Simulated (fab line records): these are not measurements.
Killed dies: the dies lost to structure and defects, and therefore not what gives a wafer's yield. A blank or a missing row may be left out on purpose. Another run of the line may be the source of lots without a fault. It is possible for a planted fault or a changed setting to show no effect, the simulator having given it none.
8D (eight disciplines) problem report, filled in by code + flow ritCmos + the parts of the form that need people (team, actions taken, sign-off) are left out

== 1. THE ISSUE ==
tubeCenterTempC at RIT_M1_ANNEAL_15 reads a mean of 495 C on 6 wafers of 2 lots; wafers without a fault read 450 C with a standard deviation of 0.039. So: +99 or more standard deviations from the usual mean.
The step: time 1800 s.
First seen on wafer L853.1, day 4 12:55, on furnace-02. The record has a number at this step for 27 wafers belonging to 9 lots. Rule for "out", or "out of limits": more than 4 standard deviations from the usual mean. The other wafers with a number count as sound.

== 2. WHAT IT IS, AND WHAT IT ISN'T ==
| question                    | is                                                                                                                                              | is not                                                                    |
|-----------------------------|-------------------------------------------------------------------------------------------------------------------------------------------------|---------------------------------------------------------------------------|
| which readings at this step | tubeCenterTempC, spikeTcCentreC, spikeTcLoadC, spikeTcSourceC, tube_center_temp_C_max, zonePowerCentrePct, zonePowerLoadPct, zonePowerSourcePct | -                                                                         |
| which lots                  | L853, L854                                                                                                                                      | L848, L849, L850, L851, L852, L870, L871                                  |
| which wafers of those lots  | all that have a number                                                                                                                          | -                                                                         |
| read on which tools         | furnace-02                                                                                                                                      | -                                                                         |
| when                        | from day 4 12:55                                                                                                                                | up to then (15 sound wafers); but 6 sound wafers of L870, L871 came after |

== 3. THE SUSPECTS, EACH WITH WHAT RULES IT OUT ==
Counting: a tool at a process step up to the reading stays a suspect if it ran every lot that is out and no sound lot after the first of them.
- furnace-02 at RIT_M1_ANNEAL_15 (time 1800 s): ruled out as a lasting fault. Sound lots L870, L871 ran on it after its first lot that is out, L853 (day 4 12:55).
Left after counting: nothing in the record.

== 4. THE CAUSE (what the simulator had put in) ==
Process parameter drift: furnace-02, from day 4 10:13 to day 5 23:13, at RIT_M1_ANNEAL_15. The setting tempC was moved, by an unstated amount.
Counting ruled it out, wrongly.

== 5. THE EFFECT CHAIN, in route order ==
Each row: a reading whose mean over the struck wafers that have a number lies more than 3 standard deviations from the usual. Only readings whose record carries a usual standard deviation are examined. hours: median over the lots of the time between each lot's start at the first step of this table that gives one and its start at this step. sigmas: the change, counted in usual standard deviations.
| hours | step             | reading                | usual   | on struck wafers | change | sigmas      |
|-------|------------------|------------------------|---------|------------------|--------|-------------|
| 0     | RIT_M1_ANNEAL_15 | spikeTcCentreC         | 451.8 C | 497.0            | +45.2  | +47         |
| 0     | RIT_M1_ANNEAL_15 | spikeTcLoadC           | 465.8 C | 510.8            | +45.0  | +49         |
| 0     | RIT_M1_ANNEAL_15 | spikeTcSourceC         | 474.4 C | 519.9            | +45.5  | +41         |
| 0     | RIT_M1_ANNEAL_15 | tubeCenterTempC        | 450 C   | 495              | +45    | +99 or more |
| 0     | RIT_M1_ANNEAL_15 | tube_center_temp_C_max | 451.17  | 496.15           | +44.98 | +99 or more |
| 0     | RIT_M1_ANNEAL_15 | zonePowerCentrePct     | 21.10 % | 23.40            | +2.30  | +10         |
| 0     | RIT_M1_ANNEAL_15 | zonePowerLoadPct       | 6.40 %  | 7.44             | +1.04  | +17         |
| 0     | RIT_M1_ANNEAL_15 | zonePowerSourcePct     | 8.19 %  | 9.56             | +1.38  | +18         |
It contains these process steps:
- RIT_M1_ANNEAL_15: time 1800 s.

== 6. HOW IT WOULD HAVE BEEN CAUGHT EARLIER ==
First out-of-limits reading in this record: day 4 12:55, which is 3 hours after fault onset at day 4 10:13.
